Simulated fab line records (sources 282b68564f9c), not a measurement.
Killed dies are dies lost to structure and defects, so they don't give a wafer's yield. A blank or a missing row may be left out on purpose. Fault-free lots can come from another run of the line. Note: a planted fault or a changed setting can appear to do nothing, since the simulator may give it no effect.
Which tool is to blame? || flow rit_cmos || Sampling: 14 lots, 42 wafers, 3 of 202 route steps

## WHAT THE GAUGES SHOWED, per wafer
RIT_NSD_TW_MEAS_10.
{"lot": "L393", "measured": "day 3 01:34", "on": "film_metro-04", "NSD_TW": "3137 3147 3140"}
{"lot": "L394", "measured": "day 3 05:39", "on": "film_metro-04", "NSD_TW": "3153 3146 3147"}
{"lot": "L395", "measured": "day 3 16:22", "on": "film_metro-03", "NSD_TW": "3084 3110 3093"}
{"lot": "L397", "measured": "day 4 03:35", "on": "film_metro-02", "NSD_TW": "3130 3129 3134"}
{"lot": "L398", "measured": "day 4 03:41", "on": "film_metro-03", "NSD_TW": "3095 3088 3106"}
{"lot": "L400", "measured": "day 4 16:59", "on": "film_metro-03", "NSD_TW": "3088 3079 3096"}
{"lot": "L401", "measured": "day 4 21:56", "on": "film_metro-02", "NSD_TW": "3124 3139 3116"}
{"lot": "L402", "measured": "day 5 02:53", "on": "film_metro-03", "NSD_TW": "3089 3108 3117"}
{"lot": "L403", "measured": "day 5 08:42", "on": "film_metro-02", "NSD_TW": "3124 3130 3103"}
{"lot": "L405", "measured": "day 5 15:28", "on": "film_metro-04", "NSD_TW": "3479 3461 3475"}
{"lot": "L407", "measured": "day 6 01:11", "on": "film_metro-03", "NSD_TW": "3102 3096 3098"}
{"lot": "L409", "measured": "day 6 09:23", "on": "film_metro-04", "NSD_TW": "3471 3480 3458"}
{"lot": "L415", "measured": "day 7 16:26", "on": "film_metro-02", "NSD_TW": "3103 3112 3109"}
{"lot": "L416", "measured": "day 7 22:36", "on": "film_metro-04", "NSD_TW": "3154 3149 3133"}

RIT_SDANNEAL_RS_MEAS_05: the measuring method here is four-point-probe.
{"lot": "L393", "measured": "day 3 03:36", "on": "film_metro-04", "NSD_RS (ohm/sq)": "84.59 84.51 84.40"}
{"lot": "L394", "measured": "day 3 07:48", "on": "film_metro-03", "NSD_RS (ohm/sq)": "84.02 84.49 84.42"}
{"lot": "L395", "measured": "day 3 18:35", "on": "film_metro-03", "NSD_RS (ohm/sq)": "84.63 84.87 84.83"}
{"lot": "L397", "measured": "day 4 06:00", "on": "film_metro-04", "NSD_RS (ohm/sq)": "84.48 84.67 84.56"}
{"lot": "L398", "measured": "day 4 06:01", "on": "film_metro-03", "NSD_RS (ohm/sq)": "84.88 84.87 84.83"}
{"lot": "L400", "measured": "day 4 19:02", "on": "film_metro-04", "NSD_RS (ohm/sq)": "84.69 84.97 84.73"}
{"lot": "L401", "measured": "day 5 00:08", "on": "film_metro-02", "NSD_RS (ohm/sq)": "84.49 84.72 84.55"}
{"lot": "L402", "measured": "day 5 04:56", "on": "film_metro-04", "NSD_RS (ohm/sq)": "84.96 84.81 84.74"}
{"lot": "L403", "measured": "day 5 10:59", "on": "film_metro-03", "NSD_RS (ohm/sq)": "84.15 84.27 84.36"}
{"lot": "L405", "measured": "day 5 17:48", "on": "film_metro-03", "NSD_RS (ohm/sq)": "56.39 56.34 56.45"}
{"lot": "L407", "measured": "day 6 03:23", "on": "film_metro-02", "NSD_RS (ohm/sq)": "84.72 84.96 85.03"}
{"lot": "L409", "measured": "day 6 11:36", "on": "film_metro-03", "NSD_RS (ohm/sq)": "56.21 56.44 56.51"}
{"lot": "L415", "measured": "day 7 18:37", "on": "film_metro-02", "NSD_RS (ohm/sq)": "83.99 84.52 84.41"}
{"lot": "L416", "measured": "day 8 01:08", "on": "film_metro-03", "NSD_RS (ohm/sq)": "84.28 84.62 84.57"}

## EACH LOT AND THE TOOL THAT RAN IT (in order: tool; ch and the chambers of the sampled wafers; start)
{"lot": "L393", "RIT_NSD_IMPLANT_08": "implanter-02 ch 0, day 3 01:16"}
{"lot": "L394", "RIT_NSD_IMPLANT_08": "implanter-02 ch 0, day 3 05:19"}
{"lot": "L395", "RIT_NSD_IMPLANT_08": "implanter-03 ch 0, day 3 16:03"}
{"lot": "L397", "RIT_NSD_IMPLANT_08": "implanter-04 ch 0, day 4 03:19"}
{"lot": "L398", "RIT_NSD_IMPLANT_08": "implanter-02 ch 0, day 4 03:22"}
{"lot": "L400", "RIT_NSD_IMPLANT_08": "implanter-02 ch 0, day 4 16:40"}
{"lot": "L401", "RIT_NSD_IMPLANT_08": "implanter-02 ch 0, day 4 21:38"}
{"lot": "L402", "RIT_NSD_IMPLANT_08": "implanter-02 ch 0, day 5 02:35"}
{"lot": "L403", "RIT_NSD_IMPLANT_08": "implanter-02 ch 0, day 5 08:25"}
{"lot": "L405", "RIT_NSD_IMPLANT_08": "implanter-02 ch 0, day 5 15:09"}
{"lot": "L407", "RIT_NSD_IMPLANT_08": "implanter-04 ch 0, day 6 00:51"}
{"lot": "L409", "RIT_NSD_IMPLANT_08": "implanter-02 ch 0, day 6 09:04"}
{"lot": "L415", "RIT_NSD_IMPLANT_08": "implanter-04 ch 0, day 7 16:06"}
{"lot": "L416", "RIT_NSD_IMPLANT_08": "implanter-04 ch 0, day 7 22:17"}
- RIT_NSD_IMPLANT_08

## WHAT THE TOOLS THEMSELVES READ (means of the sampled wafers that have a number; where no wafer has one, the mark that the record gives instead)
RIT_NSD_IMPLANT_08.
{"lot": "L393", "tool": "implanter-02", "dose_ions_cm2": 1.0009e+15, "end_station_pressure_torr (Torr)": 7.7e-06, "faraday_current_uA": 3161}
{"lot": "L394", "tool": "implanter-02", "dose_ions_cm2": 9.9993e+14, "end_station_pressure_torr (Torr)": 7.4e-06, "faraday_current_uA": 3137}
{"lot": "L395", "tool": "implanter-03", "dose_ions_cm2": 1.0006e+15, "end_station_pressure_torr (Torr)": 8.0e-06, "faraday_current_uA": 3119}
{"lot": "L397", "tool": "implanter-04", "dose_ions_cm2": 1.0003e+15, "end_station_pressure_torr (Torr)": 7.4e-06, "faraday_current_uA": 3158}
{"lot": "L398", "tool": "implanter-02", "dose_ions_cm2": 1.0008e+15, "end_station_pressure_torr (Torr)": 7.6e-06, "faraday_current_uA": 3135}
{"lot": "L400", "tool": "implanter-02", "dose_ions_cm2": 9.9997e+14, "end_station_pressure_torr (Torr)": 7.8e-06, "faraday_current_uA": 3142}
{"lot": "L401", "tool": "implanter-02", "dose_ions_cm2": 1.0003e+15, "end_station_pressure_torr (Torr)": 7.4e-06, "faraday_current_uA": 3102}
{"lot": "L402", "tool": "implanter-02", "dose_ions_cm2": 1.0006e+15, "end_station_pressure_torr (Torr)": 7.4e-06, "faraday_current_uA": 3138}
{"lot": "L403", "tool": "implanter-02", "dose_ions_cm2": 1.0022e+15, "end_station_pressure_torr (Torr)": 7.0e-06, "faraday_current_uA": 3104}
{"lot": "L405", "tool": "implanter-02", "dose_ions_cm2": 1.7518e+15, "end_station_pressure_torr (Torr)": 9.5e-06, "faraday_current_uA": 5467}
{"lot": "L407", "tool": "implanter-04", "dose_ions_cm2": 9.9920e+14, "end_station_pressure_torr (Torr)": 7.2e-06, "faraday_current_uA": 3129}
{"lot": "L409", "tool": "implanter-02", "dose_ions_cm2": 1.7532e+15, "end_station_pressure_torr (Torr)": 9.6e-06, "faraday_current_uA": 5512}
{"lot": "L415", "tool": "implanter-04", "dose_ions_cm2": 9.9970e+14, "end_station_pressure_torr (Torr)": 7.2e-06, "faraday_current_uA": 3177}
{"lot": "L416", "tool": "implanter-04", "dose_ions_cm2": 1.0003e+15, "end_station_pressure_torr (Torr)": 7.4e-06, "faraday_current_uA": 3165}

## THE ANSWER, worked out from the rows above alone
Rule: what is usual is taken from the lots themselves. Put in order of their means at a reading, lots are off if they are a third of the lots or fewer, leave a main group of 4 or more, and stand apart from it by a gap of 3 or more times the standard deviation of the main group's means; of several such gaps the widest counts. Not used: any main group whose means are identical at the precision the tables above print for the reading. Also off: a lot with no number at a reading for which 4 or more lots have one. All remaining lots with rows at the step are treated as sound. First the gauges in route order, then the tools' own readings, where a lot's mean is used as printed above. At the first step where some lot is off, the reading lying furthest off is the one used; lots without a number count as furthest.
Off: L405, L409, seen at RIT_NSD_TW_MEAS_10 (NSD_TW). For the main group the mean is 3117 and the standard deviation 20.
If a tool, at a process step before that reading, ran all the lots that are off and no sound lot after the first of them, it fits. The gauges at RIT_NSD_TW_MEAS_10 aren't tried: what is off there is off at RIT_SDANNEAL_RS_MEAS_05 too, on other tools, and a gauge's error can't cause that. One candidate fits, namely implanter-02 at RIT_NSD_IMPLANT_08. Its last sound lot is L403 (day 5 08:25), its first lot that is off L405 (day 5 15:09): a fault that began between those two fits.
The tool's own readings at RIT_NSD_IMPLANT_08 bear it out: on the lots that are off they differ by more than 5 times the standard deviation of the sound lots' means. dose_ions_cm2 reads 1.7525e+15 there against 1.0004e+15 on the sound lots; end_station_pressure_torr reads 9.6e-06 Torr there against 7.5e-06 Torr on the sound lots; faraday_current_uA reads 5490 there against 3139 on the sound lots.

## WHAT THE SIMULATOR HAD INSERTED
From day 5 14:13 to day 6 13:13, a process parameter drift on implanter-02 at RIT_NSD_IMPLANT_08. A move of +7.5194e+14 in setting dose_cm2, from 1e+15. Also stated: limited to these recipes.
Struck lots among those shown: L405, L409. This agrees with what the rule above found.
